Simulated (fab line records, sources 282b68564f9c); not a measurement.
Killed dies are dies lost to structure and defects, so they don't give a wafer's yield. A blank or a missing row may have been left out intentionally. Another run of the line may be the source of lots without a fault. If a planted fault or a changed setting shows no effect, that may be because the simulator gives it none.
The tool behind it: which one? + flow rit_cmos + 7 lots with 21 wafers sampled at 2 steps, on a route of 202 steps

== WHAT EACH GAUGE READ, for each wafer ==
RIT_WELLDRIVE_RS_MEAS_02: uses a four-point probe to measure.
| lot  | measured    | on            | PWELL_RS (ohm/sq) |
|------|-------------|---------------|-------------------|
| L892 | day 2 16:16 | film_metro-02 | 427.0 426.2 426.3 |
| L894 | day 3 02:22 | film_metro-03 | 427.6 426.2 426.6 |
| L896 | day 3 13:32 | film_metro-03 | 425.3 425.5 425.7 |
| L898 | day 4 01:35 | film_metro-03 | 423.0 421.5 423.6 |
| L907 | day 5 18:54 | film_metro-02 | 426.8 427.5 427.6 |
| L909 | day 6 06:51 | film_metro-04 | 425.4 426.0 425.1 |
| L913 | day 7 02:46 | film_metro-03 | 424.0 423.1 424.8 |

== EACH LOT AND THE TOOL THAT RAN IT (in order: tool; ch and the chambers of the sampled wafers; start) ==
| lot  | RIT_PWELL_IMPLANT_08           |
|------|--------------------------------|
| L892 | implanter-01 ch 0, day 2 10:41 |
| L894 | implanter-03 ch 0, day 2 19:59 |
| L896 | implanter-03 ch 0, day 3 06:33 |
| L898 | implanter-01 ch 0, day 3 18:45 |
| L907 | implanter-04 ch 0, day 5 12:48 |
| L909 | implanter-03 ch 0, day 5 23:59 |
| L913 | implanter-03 ch 0, day 6 20:53 |
- RIT_PWELL_IMPLANT_08

== THE ANSWER, worked out from the rows above alone ==
Rule: what is usual is taken from the lots themselves. Put in order of their means at a reading, lots are off if they are a third of the lots or fewer, leave a main group of 4 or more, and stand apart from it by a gap of 3 or more times the standard deviation of the main group's means; of several such gaps the widest counts. If all means in a main group match to the digits the tables above print for the reading, that group is not used. A lot without any number at a reading at which 4 lots or more have one is off too. All remaining lots with rows at the step are treated as sound.
No lot is off at any reading shown: from this, nothing can be told.

== WHAT HAD BEEN PUT IN BY THE SIMULATOR ==
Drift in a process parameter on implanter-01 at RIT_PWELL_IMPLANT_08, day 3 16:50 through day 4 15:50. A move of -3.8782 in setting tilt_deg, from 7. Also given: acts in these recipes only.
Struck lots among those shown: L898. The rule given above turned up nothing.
